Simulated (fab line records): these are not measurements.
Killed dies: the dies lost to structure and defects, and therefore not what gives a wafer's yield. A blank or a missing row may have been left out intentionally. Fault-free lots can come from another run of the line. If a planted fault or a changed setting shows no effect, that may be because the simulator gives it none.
What tool caused it? || flow berkeley_cmos170 || 14 lots, 42 wafers sampled, at 5 steps of a route of 331

== WHAT THE GAUGES SHOWED, per wafer ==
UCB170_NVT_OVL_MEAS_06.
{"lot": "L368", "measured": "day 6 01:10", "on": "overlay-01", "NVT_OVL (nm)": "3 11 9"}
{"lot": "L370", "measured": "day 6 18:28", "on": "overlay-01", "NVT_OVL (nm)": "9 1 7"}
{"lot": "L374", "measured": "day 7 23:54", "on": "overlay-01", "NVT_OVL (nm)": "2 -1 6"}
{"lot": "L375", "measured": "day 8 00:35", "on": "overlay-02", "NVT_OVL (nm)": "5 -4 1"}
{"lot": "L377", "measured": "day 8 00:44", "on": "overlay-01", "NVT_OVL (nm)": "-7 -7 -2"}
{"lot": "L380", "measured": "day 8 07:04", "on": "overlay-02", "NVT_OVL (nm)": "11 12 10"}
{"lot": "L382", "measured": "day 9 00:02", "on": "overlay-02", "NVT_OVL (nm)": "9 4 6"}
{"lot": "L384", "measured": "day 9 13:00", "on": "overlay-01", "NVT_OVL (nm)": "-1 5 -1"}
{"lot": "L385", "measured": "day 9 13:16", "on": "overlay-01", "NVT_OVL (nm)": "-7 -8 -4"}
{"lot": "L386", "measured": "day 9 21:23", "on": "overlay-02", "NVT_OVL (nm)": "5 7 7"}
{"lot": "L388", "measured": "day 10 08:13", "on": "overlay-02", "NVT_OVL (nm)": "-1 5 -2"}
{"lot": "L390", "measured": "day 10 21:07", "on": "overlay-02", "NVT_OVL (nm)": "13 7 11"}
{"lot": "L391", "measured": "day 10 21:21", "on": "overlay-01", "NVT_OVL (nm)": "2 -3 -8"}
{"lot": "L389", "measured": "day 10 21:28", "on": "overlay-01", "NVT_OVL (nm)": "2 0 2"}

UCB170_GATE_THK_MEAS_02.
{"lot": "L368", "measured": "day 6 08:46", "on": "film_metro-02", "GATE_OXIDE_THK (nm)": "6.73 6.79 6.73"}
{"lot": "L370", "measured": "day 7 03:46", "on": "film_metro-04", "GATE_OXIDE_THK (nm)": "6.57 6.45 6.47"}
{"lot": "L374", "measured": "day 8 06:12", "on": "film_metro-03", "GATE_OXIDE_THK (nm)": "6.42 6.55 6.57"}
{"lot": "L375", "measured": "day 8 06:11", "on": "film_metro-02", "GATE_OXIDE_THK (nm)": "6.61 6.55 6.63"}
{"lot": "L377", "measured": "day 8 09:03", "on": "film_metro-02", "GATE_OXIDE_THK (nm)": "10.75 10.23 10.34"}
{"lot": "L380", "measured": "day 8 14:08", "on": "film_metro-03", "GATE_OXIDE_THK (nm)": "6.49 6.43 6.36"}
{"lot": "L382", "measured": "day 9 12:08", "on": "film_metro-02", "GATE_OXIDE_THK (nm)": "10.82 11.07 10.91"}
{"lot": "L384", "measured": "day 9 21:25", "on": "film_metro-03", "GATE_OXIDE_THK (nm)": "6.84 6.85 6.88"}
{"lot": "L385", "measured": "day 9 21:25", "on": "film_metro-02", "GATE_OXIDE_THK (nm)": "6.76 6.81 6.71"}
{"lot": "L386", "measured": "day 10 06:19", "on": "film_metro-03", "GATE_OXIDE_THK (nm)": "6.79 6.70 6.64"}
{"lot": "L388", "measured": "day 10 20:50", "on": "film_metro-03", "GATE_OXIDE_THK (nm)": "6.65 6.50 6.33"}
{"lot": "L390", "measured": "day 11 07:21", "on": "film_metro-02", "GATE_OXIDE_THK (nm)": "6.51 6.52 6.54"}
{"lot": "L391", "measured": "day 11 07:20", "on": "film_metro-03", "GATE_OXIDE_THK (nm)": "6.39 6.59 6.52"}
{"lot": "L389", "measured": "day 11 07:25", "on": "film_metro-02", "GATE_OXIDE_THK (nm)": "6.33 6.41 6.43"}

UCB170_GATE_THK_MEAS_05.
{"lot": "L368", "measured": "day 6 16:59", "on": "film_metro-02", "GATE_POLY_THK (nm)": "214.5 213.7 215.4"}
{"lot": "L370", "measured": "day 7 11:48", "on": "film_metro-03", "GATE_POLY_THK (nm)": "211.5 209.9 210.6"}
{"lot": "L374", "measured": "day 8 11:06", "on": "film_metro-02", "GATE_POLY_THK (nm)": "216.3 216.6 217.3"}
{"lot": "L375", "measured": "day 8 10:59", "on": "film_metro-04", "GATE_POLY_THK (nm)": "212.2 211.9 211.9"}
{"lot": "L377", "measured": "day 8 14:13", "on": "film_metro-04", "GATE_POLY_THK (nm)": "213.8 212.0 214.2"}
{"lot": "L380", "measured": "day 8 20:37", "on": "film_metro-04", "GATE_POLY_THK (nm)": "213.9 213.9 213.7"}
{"lot": "L382", "measured": "day 9 18:23", "on": "film_metro-03", "GATE_POLY_THK (nm)": "214.0 212.5 213.1"}
{"lot": "L384", "measured": "day 10 05:08", "on": "film_metro-02", "GATE_POLY_THK (nm)": "212.4 213.8 213.9"}
{"lot": "L385", "measured": "day 10 05:08", "on": "film_metro-04", "GATE_POLY_THK (nm)": "213.1 212.8 213.0"}
{"lot": "L386", "measured": "day 10 13:45", "on": "film_metro-02", "GATE_POLY_THK (nm)": "211.0 212.3 213.6"}
{"lot": "L388", "measured": "day 11 05:16", "on": "film_metro-03", "GATE_POLY_THK (nm)": "215.9 214.0 214.5"}
{"lot": "L390", "measured": "day 11 13:35", "on": "film_metro-03", "GATE_POLY_THK (nm)": "214.8 214.8 215.7"}
{"lot": "L391", "measured": "day 11 13:35", "on": "film_metro-02", "GATE_POLY_THK (nm)": "215.5 214.0 213.2"}
{"lot": "L389", "measured": "day 11 13:35", "on": "film_metro-04", "GATE_POLY_THK (nm)": "214.9 212.2 216.6"}

UCB170_GATE_CD_MEAS_12: target cd 350 nm.
{"lot": "L368", "measured": "day 6 19:16", "on": "cd_sem-02", "cd_nm (nm)": "351.1 351.6 352.4"}
{"lot": "L370", "measured": "day 7 13:15", "on": "cd_sem-02", "cd_nm (nm)": "351.8 352.4 353.1"}
{"lot": "L374", "measured": "day 8 12:37", "on": "cd_sem-01", "cd_nm (nm)": "348.9 348.3 348.6"}
{"lot": "L375", "measured": "day 8 12:06", "on": "cd_sem-02", "cd_nm (nm)": "349.4 349.4 348.3"}
{"lot": "L377", "measured": "day 8 15:24", "on": "cd_sem-02", "cd_nm (nm)": "352.8 351.8 352.5"}
{"lot": "L380", "measured": "day 8 22:08", "on": "cd_sem-02", "cd_nm (nm)": "351.8 351.9 353.2"}
{"lot": "L382", "measured": "day 9 19:26", "on": "cd_sem-01", "cd_nm (nm)": "350.4 349.9 349.1"}
{"lot": "L384", "measured": "day 10 06:47", "on": "cd_sem-02", "cd_nm (nm)": "348.8 348.7 346.5"}
{"lot": "L385", "measured": "day 10 06:58", "on": "cd_sem-01", "cd_nm (nm)": "351.4 350.2 350.4"}
{"lot": "L386", "measured": "day 10 14:48", "on": "cd_sem-01", "cd_nm (nm)": "353.9 352.9 353.3"}
{"lot": "L388", "measured": "day 11 06:18", "on": "cd_sem-02", "cd_nm (nm)": "350.0 349.7 349.7"}
{"lot": "L390", "measured": "day 11 15:10", "on": "cd_sem-02", "cd_nm (nm)": "349.3 348.9 349.7"}
{"lot": "L391", "measured": "day 11 14:54", "on": "cd_sem-02", "cd_nm (nm)": "350.6 350.3 352.2"}
{"lot": "L389", "measured": "day 11 15:17", "on": "cd_sem-02", "cd_nm (nm)": "351.6 350.9 351.6"}

== WHICH TOOL RAN EACH LOT (tool, then ch and the chambers of the sampled wafers, then the start) ==
{"lot": "L368", "UCB170_GATE_OXIDATION_01": "furnace-02 ch 0, day 6 07:13"}
{"lot": "L370", "UCB170_GATE_OXIDATION_01": "furnace-02 ch 0, day 7 02:16"}
{"lot": "L374", "UCB170_GATE_OXIDATION_01": "furnace-01 ch 0, day 8 04:41"}
{"lot": "L375", "UCB170_GATE_OXIDATION_01": "furnace-01 ch 0, day 8 04:41"}
{"lot": "L377", "UCB170_GATE_OXIDATION_01": "furnace-04 ch 0, day 8 05:07 and furnace-01 ch 0, day 8 07:32"}
{"lot": "L380", "UCB170_GATE_OXIDATION_01": "furnace-04 ch 0, day 8 12:38"}
{"lot": "L382", "UCB170_GATE_OXIDATION_01": "furnace-01 ch 0, day 9 07:53 and furnace-04 ch 0, day 9 10:38"}
{"lot": "L384", "UCB170_GATE_OXIDATION_01": "furnace-02 ch 0, day 9 19:55"}
{"lot": "L385", "UCB170_GATE_OXIDATION_01": "furnace-02 ch 0, day 9 19:55"}
{"lot": "L386", "UCB170_GATE_OXIDATION_01": "furnace-02 ch 0, day 10 04:49"}
{"lot": "L388", "UCB170_GATE_OXIDATION_01": "furnace-02 ch 0, day 10 19:20"}
{"lot": "L390", "UCB170_GATE_OXIDATION_01": "furnace-01 ch 0, day 11 05:50"}
{"lot": "L391", "UCB170_GATE_OXIDATION_01": "furnace-01 ch 0, day 11 05:50"}
{"lot": "L389", "UCB170_GATE_OXIDATION_01": "furnace-01 ch 0, day 11 05:50"}
- UCB170_GATE_OXIDATION_01: target thk 6.6 nm, ox time 1800 s.

== WHAT THE TOOLS THEMSELVES READ (means of the sampled wafers that have a number; where no wafer has one, the mark that the record gives instead) ==
UCB170_GATE_OXIDATION_01.
{"lot": "L368", "tool": "furnace-02", "spike_tc_centre_C (C)": 853.4, "zone_power_load_pct (%)": 22.2}
{"lot": "L370", "tool": "furnace-02", "spike_tc_centre_C (C)": 853.3, "zone_power_load_pct (%)": 22.2}
{"lot": "L374", "tool": "furnace-01", "spike_tc_centre_C (C)": 852.1, "zone_power_load_pct (%)": 24.1}
{"lot": "L375", "tool": "furnace-01", "spike_tc_centre_C (C)": 853.5, "zone_power_load_pct (%)": 24.2}
{"lot": "L377", "tool": "furnace-04/furnace-01", "spike_tc_centre_C (C)": 852.8, "zone_power_load_pct (%)": 25.1}
{"lot": "L380", "tool": "furnace-04", "spike_tc_centre_C (C)": 852.3, "zone_power_load_pct (%)": 26.2}
{"lot": "L382", "tool": "furnace-01/furnace-04", "spike_tc_centre_C (C)": 853.4, "zone_power_load_pct (%)": 25.2}
{"lot": "L384", "tool": "furnace-02", "spike_tc_centre_C (C)": 853.9, "zone_power_load_pct (%)": 22.3}
{"lot": "L385", "tool": "furnace-02", "spike_tc_centre_C (C)": 854.3, "zone_power_load_pct (%)": 22.2}
{"lot": "L386", "tool": "furnace-02", "spike_tc_centre_C (C)": 853.7, "zone_power_load_pct (%)": 22.4}
{"lot": "L388", "tool": "furnace-02", "spike_tc_centre_C (C)": 854.4, "zone_power_load_pct (%)": 22.4}
{"lot": "L390", "tool": "furnace-01", "spike_tc_centre_C (C)": 852.1, "zone_power_load_pct (%)": 24.4}
{"lot": "L391", "tool": "furnace-01", "spike_tc_centre_C (C)": 852.6, "zone_power_load_pct (%)": 24.3}
{"lot": "L389", "tool": "furnace-01", "spike_tc_centre_C (C)": 851.8, "zone_power_load_pct (%)": 24.0}

== THE ANSWER, worked out from the rows above alone ==
Rule: the lots themselves supply what counts as usual. The widest of any qualifying gaps counts: lots, ordered by their means at a reading, are off when they make up no more than a third of the lots, leave a main group of 4 or more, and stand apart from it by 3 or more times the standard deviation of that group's means. A main group is skipped when, at the precision printed for the reading in the tables above, its means are all equal. Also off: a lot with no number at a reading for which 4 or more lots have one. Any other lot the step has rows for is counted as sound. After the gauges, taken in route order, come the tools' own readings; for these a lot's mean is taken, as printed above. At the first step where some lot is off, the reading lying furthest off is the one used; lots without a number count as furthest.
Off: L377, L382, at UCB170_GATE_THK_MEAS_02 (GATE_OXIDE_THK). Main group: mean 6.58 nm, sd 0.14.
If a tool, at a process step before that reading, ran all the lots that are off and no sound lot after the first of them, it fits. The gauges at UCB170_GATE_THK_MEAS_02 are tried like those tools. Of those tried, none fits.

== WHAT WAS PUT IN BY THE SIMULATOR ==
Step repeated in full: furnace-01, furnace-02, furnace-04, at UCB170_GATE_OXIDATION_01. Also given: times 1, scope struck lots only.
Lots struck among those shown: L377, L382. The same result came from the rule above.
